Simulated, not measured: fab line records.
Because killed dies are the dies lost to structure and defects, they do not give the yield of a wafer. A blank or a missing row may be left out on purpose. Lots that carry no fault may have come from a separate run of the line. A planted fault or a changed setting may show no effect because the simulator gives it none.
fab line records    flow berkeley_cmos170    part 2 of 2: steps 29 to 39 of 39
record lots=5  wafers=15  last_day=10
route steps=331 shown PSD@186 NSD@187 BACKSIDE@199 SDANNEAL@204 PLDD@208 NLDD@209 SILICIDE@210 CONTACT@216
lots that met no fault: from a run of the same line without faults
start_h: hours from the record's first day to the start of the lot's first wafer shown    wait_h: how many hours have passed since the lot's step before this one    " as in the row above    L1.1+2: a single row standing in for several wafers    - either no value or no given start    * or withheld: withheld    < > ~ a bound
route shown NAME@n: a module of which the file shows steps, and the number in the route of the first    usual: mean and standard deviation over wafers with no fault    same: alike in all rows    chamber/n: place in a boat    sites: readings site by site    _std_site: their standard deviation    _edge_site: outer sites' mean less inner sites'    radius_mm: for every site, how far away it sits from the centre of the wafer    mask NAME#n: copy n    behind: the tool/chamber that last shaped the wafer    hold: why the lot went on hold/how many hours it stayed there/how the hold came to an end    device: names the non-switching transistor (n, p or np)    end of line: tests of these same wafers at the route's end    a step given without rows: its recipe and nothing more    killed: dies lost to structure and defects at the first sort, not the wafer's yield    map: dies across one wafer; x = killed, . = not, _ = none there
set.NAME: the setting the step ran with; set.NAME@STEP: the setting that earlier step ran with    model.NAME: the simulator's own value behind a step, which no gauge read
lots seen at some steps along the route; tables by step, rows by wafer
services: from which hour (start_h, from the record's first day; less than 0 if before it) a tool's chamber was out of use, for how many hours, and why
## steps
# step UCB170_SILICIDE_RTA_04
# recipe temp_c=650  time_s=15  ambient=N2
# usual lamp_power_pct=10.6/1.8  wafer_temp_C_max=652.8/0.81
lot.wafer  tool           chamber  start_h  wait_h  lamp_power_pct  wafer_temp_C_max
L075.3     rtp_anneal-01  0        134.45   0.1     12.2            652.7
L075.4     "              0        "        "       12.3            653.7
L075.6     "              0        "        "       12.3            652.0
L077.1     rtp_anneal-01  0        159.06   0.1     12.3            653.3
L077.3     "              0        "        "       12.2            653.6
L077.5     "              0        "        "       12.3            653.1
L084.1     rtp_anneal-01  0        196.34   0.1     12.3            652.4
L084.2     "              0        "        "       12.2            654.6
L084.5     "              0        "        "       12.3            653.9
L087.2     rtp_anneal-02  0        205.76   0.1     8.7             652.3
L087.3     "              0        "        "       8.7             652.7
L087.6     "              0        "        "       8.7             654.2
L089.3     rtp_anneal-01  0        223.63   0.1     12.3            652.9
L089.4     "              0        "        "       12.3            653.0
L089.6     "              0        "        "       12.3            653.2
# step UCB170_SILICIDE_WET_ETCH_05
# recipe chemistry=SPM  time_s=45  temp_c=120  target=Ti
lot.wafer   tool          chamber  start_h  wait_h
L075.3+4+6  wet_bench-02  3        134.50   0.0
L077.1+3+5  wet_bench-01  2        159.14   0.1
L084.1+2+5  wet_bench-01  1        196.42   0.1
L087.2+3+6  wet_bench-01  3        205.82   0.1
L089.3+4+6  wet_bench-01  2        223.68   0.0
# step UCB170_CONTACT_CLEAN_00
# recipe chemistry=SPM  temp_c=120  time_s=600
lot.wafer   tool          chamber  start_h  wait_h
L075.3+4+6  wet_bench-01  3        134.52   0.0
L077.1+3+5  wet_bench-01  2        159.16   0.0
L084.1+2+5  wet_bench-01  3        196.44   0.0
L087.2+3+6  wet_bench-01  0        205.84   0.0
L089.3+4+6  wet_bench-01  2        223.70   0.0
# step UCB170_CONTACT_CVD_01
# recipe material=PSG  target_thk_nm=700  temp_c=450  precursor=SiH4/O2/PH3  time_s=2820  pressure_mtorr=300  sih4_flow_sccm=60  o2_flow_sccm=90  ph3_flow_sccm=25
# usual pressure_mtorr=300.0/0.63  spike_tc_centre_C=452.2/1.1  zone_power_source_pct=6.7/0.83
lot.wafer  tool      chamber  start_h  wait_h  pressure_mtorr  spike_tc_centre_C  zone_power_source_pct
L075.3     lpcvd-01  0        135.31   0.6     299.8           453.6              5.7
L075.4     "         0        "        "       300.1           452.0              5.8
L075.6     "         0        "        "       300.2           451.1              5.8
L077.1     lpcvd-01  0        160.81   1.4     300.0           451.9              5.8
L077.3     "         0        "        "       299.3           452.5              5.8
L077.5     "         0        "        "       298.8           453.2              5.8
L084.1     lpcvd-02  1        197.14   0.5     299.8           453.3              6.9
L084.2     "         1        "        "       299.7           453.8              6.9
L084.5     "         1        "        "       300.8           450.7              6.8
L087.2     lpcvd-01  0        206.03   0.0     300.1           454.1              5.7
L087.3     "         0        "        "       300.1           451.7              5.7
L087.6     "         0        "        "       299.3           452.0              5.8
L089.3     lpcvd-01  1        225.05   1.2     299.6           451.9              6.9
L089.4     "         1        "        "       300.3           451.0              6.8
L089.6     "         1        "        "       299.6           451.8              6.8
# step UCB170_CONTACT_THK_MEAS_02
# recipe reads=PSG_of_CONTACT_CVD_01
# usual CONTACT_PSG_THK=697/6.4
lot.wafer  tool           chamber  start_h  wait_h  CONTACT_PSG_THK[nm]
L075.3     film_metro-02  -        137.11   0.0     706
L075.4     "              -        "        "       702
L075.6     "              -        "        "       701
L077.1     film_metro-04  -        162.59   0.0     701
L077.3     "              -        "        "       702
L077.5     "              -        "        "       700
L084.1     film_metro-04  -        198.93   0.0     705
L084.2     "              -        "        "       705
L084.5     "              -        "        "       698
L087.2     film_metro-02  -        207.83   0.0     695
L087.3     "              -        "        "       702
L087.6     "              -        "        "       696
L089.3     film_metro-04  -        226.85   0.0     690
L089.4     "              -        "        "       689
L089.6     "              -        "        "       696
# step UCB170_CONTACT_HMDS_03
# recipe prime_time_s=60  prime_temp_c=100
# usual prime_temp_c=100.03/0.11
lot.wafer  tool            chamber  start_h  wait_h  prime_temp_c
L075.3     litho_track-02  0        137.20   0.1     100.08
L075.4     "               0        "        "       100.01
L075.6     "               0        "        "       99.99
L077.1     litho_track-02  0        162.65   0.1     100.04
L077.3     "               0        "        "       100.19
L077.5     "               0        "        "       99.95
L084.1     litho_track-03  0        198.99   0.1     99.99
L084.2     "               0        "        "       100.06
L084.5     "               0        "        "       100.01
L087.2     litho_track-01  0        207.90   0.1     100.11
L087.3     "               0        "        "       99.90
L087.6     "               0        "        "       100.20
L089.3     litho_track-02  0        227.25   0.4     100.07
L089.4     "               0        "        "       100.19
L089.6     "               0        "        "       99.99
# step UCB170_CONTACT_COAT_04
# recipe resist=KrF  spin_rpm=1500  resist_thk_nm=900
# usual spin_speed_rpm=1500.1/1
lot.wafer  tool            chamber  start_h  wait_h  spin_speed_rpm
L075.3     litho_track-02  0        137.35   0.1     1500.7
L075.4     "               0        "        "       1498.2
L075.6     "               0        "        "       1500.8
L077.1     litho_track-02  0        162.80   0.1     1498.2
L077.3     "               0        "        "       1500.6
L077.5     "               0        "        "       1500.7
L084.1     litho_track-03  0        199.14   0.1     1501.8
L084.2     "               0        "        "       1500.6
L084.5     "               0        "        "       1501.7
L087.2     litho_track-01  0        208.05   0.1     1500.0
L087.3     "               0        "        "       1499.1
L087.6     "               0        "        "       1499.2
L089.3     litho_track-02  0        227.40   0.1     1498.9
L089.4     "               0        "        "       1501.6
L089.6     "               0        "        "       1498.6
# step UCB170_CONTACT_SOFTBAKE_05
# recipe resist=KrF  temp_c=130  time_s=60
lot.wafer   tool            chamber  start_h  wait_h
L075.3+4+6  litho_track-02  0        137.50   0.1
L077.1+3+5  litho_track-02  0        162.95   0.1
L084.1+2+5  litho_track-03  0        199.29   0.1
L087.2+3+6  litho_track-01  0        208.20   0.1
L089.3+4+6  litho_track-02  0        227.55   0.1
# step UCB170_CONTACT_STRIP_06
# recipe chemistry=O2  power_w=400  pressure_mtorr=3500  platen_temp_c=withheld  o2_flow_sccm=400  overash_fraction=0.5
# usual drypump_motor_current_A=5.9/0.66  oes_product_au=0.735/0.005  strip_time_to_endpoint_s=21.98/0.062
lot.wafer  tool             chamber  start_h  wait_h  drypump_motor_current_A  oes_product_au  rf_hours_counter_h  strip_time_to_endpoint_s
L075.3     plasma_asher-01  1        137.63   0.1     4.7                      0.730           -                   22.19
L075.4     "                0        "        "       5.9                      0.738           -                   22.14
L075.6     "                0        "        "       5.9                      0.736           -                   22.09
L077.1     plasma_asher-02  1        163.10   0.1     6.5                      0.740           2                   21.94
L077.3     "                1        "        "       6.5                      0.733           -                   21.94
L077.5     "                0        "        "       5.6                      0.737           -                   21.95
L084.1     plasma_asher-04  1        199.44   0.1     6.6                      0.727           52                  21.85
L084.2     "                0        "        "       6.5                      0.724           52                  21.93
L084.5     "                1        "        "       6.5                      0.737           -                   21.92
L087.2     plasma_asher-01  1        208.33   0.1     4.7                      0.732           44                  21.93
L087.3     "                0        "        "       5.9                      0.727           -                   21.96
L087.6     "                0        "        "       5.9                      0.729           -                   21.89
L089.3     plasma_asher-02  0        227.68   0.1     5.5                      0.730           -                   22.02
L089.4     "                1        "        "       6.5                      0.728           -                   21.98
L089.6     "                1        "        "       6.4                      0.733           -                   21.99
# step UCB170_CONTACT_CLEAN_07
# recipe chemistry=SPM  temp_c=120  time_s=600
lot.wafer   tool          chamber  start_h  wait_h
L075.3+4+6  wet_bench-03  2        137.70   0.0
L077.1+3+5  wet_bench-01  2        163.23   0.1
L084.1+2+5  wet_bench-01  2        199.77   0.3
L087.2+3+6  wet_bench-01  1        208.63   0.3
L089.3+4+6  wet_bench-03  2        229.03   1.3
# step UCB170_CONTACT_RTA_08
# recipe temp_c=900  time_s=10  ambient=N2
# usual lamp_power_pct=24/4.2  wafer_temp_C_max=903.8/1.1
lot.wafer  tool           chamber  start_h  wait_h  lamp_power_pct  wafer_temp_C_max
L075.3     rtp_anneal-01  0        137.91   0.0     29              904.1
L075.4     "              0        "        "       29              905.8
L075.6     "              0        "        "       29              904.7
L077.1     rtp_anneal-02  0        163.42   0.0     20              903.3
L077.3     "              0        "        "       20              902.9
L077.5     "              0        "        "       20              904.0
L084.1     rtp_anneal-01  0        199.96   0.0     29              904.9
L084.2     "              0        "        "       29              904.4
L084.5     "              0        "        "       29              904.8
L087.2     rtp_anneal-02  0        208.82   0.0     20              903.1
L087.3     "              0        "        "       20              903.1
L087.6     "              0        "        "       20              903.1
L089.3     rtp_anneal-02  0        229.23   0.0     20              902.8
L089.4     "              0        "        "       20              903.0
L089.6     "              0        "        "       20              902.7
## services
tool             chamber  start_h  hours  kind
pvd_sputter-02   -        112.74   1.0    repair
pvd_sputter-03   -        117.07   1.6    repair
pvd_sputter-01   -        117.43   2.4    repair
implanter-01     -        119.15   2.2    repair
plasma_asher-02  -        123.36   9.0    pm
krf_scanner-01   -        132.14   1.0    pm
implanter-03     -        132.20   4.1    repair
plasma_asher-02  -        132.36   2.8    pm
krf_scanner-02   -        136.82   0.3    repair
plasma_asher-04  -        142.12   0.9    repair
pvd_sputter-03   -        145.05   0.9    repair
plasma_asher-02  -        149.18   1.8    repair
wet_bench-01     -        153.02   2.4    repair
pvd_sputter-02   -        154.88   0.9    repair
implanter-04     -        158.74   3.1    repair
wet_bench-03     -        160.71   46.4   repair
pvd_sputter-02   -        165.55   11.3   repair
krf_scanner-01   -        167.84   0.8    pm
implanter-04     -        178.07   1.4    repair
plasma_asher-01  -        186.42   2.8    pm
pvd_sputter-02   -        186.62   3.3    repair
pvd_sputter-01   -        187.68   2.6    repair
implanter-04     -        189.99   3.9    repair
krf_scanner-01   -        227.40   1.3    pm
